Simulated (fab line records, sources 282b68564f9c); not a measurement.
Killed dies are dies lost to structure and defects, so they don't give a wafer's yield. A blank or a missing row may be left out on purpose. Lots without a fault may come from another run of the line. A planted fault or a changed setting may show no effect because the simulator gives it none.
Which tool did it? | flow rit_cmos | 13 lots, 39 wafers sampled, at 3 steps of a route of 202

WHAT THE GAUGES READ, wafer by wafer
RIT_NLDD_TW_MEAS_10.
lot  | measured    | on            | NLDD_TW
L117 | day 2 18:05 | film_metro-01 | 2509 2500 2506
L118 | day 2 23:43 | film_metro-03 | 2498 2492 2504
L119 | day 3 03:41 | film_metro-01 | 2502 2496 2492
L120 | day 3 09:37 | film_metro-03 | 2504 2509 2498
L121 | day 3 13:31 | film_metro-04 | 2468 2469 2470
L122 | day 3 18:25 | film_metro-04 | 2478 2496 2487
L123 | day 4 00:08 | film_metro-04 | 2484 2485 2479
L124 | day 4 04:36 | film_metro-04 | 2475 2472 2477
L125 | day 4 10:40 | film_metro-01 | 2502 2491 2493
L126 | day 4 14:38 | film_metro-01 | 1330 1328 1337
L127 | day 4 19:46 | film_metro-01 | 1321 1324 1326
L128 | day 5 00:05 | film_metro-01 | 1334 1329 1323
L129 | day 5 07:17 | film_metro-03 | 1335 1341 1334

RIT_SDANNEAL_RS_MEAS_07: measures by four-point-probe.
lot  | measured    | on            | NLDD_RS (ohm/sq)
L117 | day 3 01:49 | film_metro-04 | 150.9 151.6 151.4
L118 | day 3 07:41 | film_metro-04 | 152.0 151.7 151.7
L119 | day 3 11:34 | film_metro-01 | 151.3 151.4 151.7
L120 | day 3 17:22 | film_metro-01 | 151.8 152.4 151.6
L121 | day 3 21:22 | film_metro-04 | 151.5 152.1 152.3
L122 | day 4 02:31 | film_metro-04 | 151.7 150.8 151.3
L123 | day 4 08:03 | film_metro-04 | 150.7 151.2 151.3
L124 | day 4 12:35 | film_metro-04 | 150.7 151.3 151.2
L125 | day 4 18:24 | film_metro-03 | 151.7 151.8 152.3
L126 | day 4 22:29 | film_metro-01 | 81.6 81.6 81.3
L127 | day 5 03:50 | film_metro-04 | 81.7 81.9 81.7
L128 | day 5 08:23 | film_metro-04 | 81.6 81.6 81.7
L129 | day 5 15:10 | film_metro-03 | 81.5 81.7 81.7

WHICH TOOL RAN EACH LOT (tool, then ch and the chambers of the sampled wafers, then the start)
lot  | RIT_NLDD_IMPLANT_08
L117 | implanter-03 ch 0, day 2 17:46
L118 | implanter-01 ch 0, day 2 23:23
L119 | implanter-02 ch 0, day 3 03:22
L120 | implanter-01 ch 0, day 3 09:17
L121 | implanter-02 ch 0, day 3 13:11
L122 | implanter-01 ch 0, day 3 18:07
L123 | implanter-01 ch 0, day 3 23:50
L124 | implanter-01 ch 0, day 4 04:17
L125 | implanter-01 ch 0, day 4 10:20
L126 | implanter-02 ch 0, day 4 14:20
L127 | implanter-02 ch 0, day 4 19:26
L128 | implanter-02 ch 0, day 4 23:46
L129 | implanter-03 ch 0, day 5 07:01
- RIT_NLDD_IMPLANT_08

WHAT THE TOOLS THEMSELVES READ (means of the sampled wafers that have a number; where no wafer has one, the mark that the record gives instead)
RIT_NLDD_IMPLANT_08.
lot  | tool         | tilt_deg (degrees)
L117 | implanter-03 | 6.978
L118 | implanter-01 | 7.004
L119 | implanter-02 | 7.017
L120 | implanter-01 | 7.020
L121 | implanter-02 | 6.981
L122 | implanter-01 | 7.021
L123 | implanter-01 | 6.977
L124 | implanter-01 | 7.002
L125 | implanter-01 | 6.982
L126 | implanter-02 | 6.997
L127 | implanter-02 | 6.961
L128 | implanter-02 | 6.995
L129 | implanter-03 | 6.984

THE ANSWER, worked out from the rows above alone
Rule: what is usual is taken from the lots themselves. Put in order of their means at a reading, lots are off if they are a third of the lots or fewer, leave a main group of 4 or more, and stand apart from it by a gap of 3 or more times the standard deviation of the main group's means; of several such gaps the widest counts. A main group whose means are all the same, to the digits that the tables above print for the reading, isn't used. A lot without any number at a reading at which 4 lots or more have one is off too. The other lots that the step has rows for count as sound. The gauges are gone through in route order, then the tools' own readings, and for those a lot's mean is taken as printed above. The first step at which some lot is off is used, and at that step the reading that is off furthest; a lot without a number counts as furthest.
Off: L126, L127, L128, L129, at RIT_NLDD_TW_MEAS_10 (NLDD_TW). The main group: mean 2490, standard deviation 12.
A tool fits if, at a process step before that reading, it ran every lot that is off, and no sound lot after the first of them. The gauges at RIT_NLDD_TW_MEAS_10 are tried like those tools. None of those tried fits.

WHAT THE SIMULATOR HAD PUT IN
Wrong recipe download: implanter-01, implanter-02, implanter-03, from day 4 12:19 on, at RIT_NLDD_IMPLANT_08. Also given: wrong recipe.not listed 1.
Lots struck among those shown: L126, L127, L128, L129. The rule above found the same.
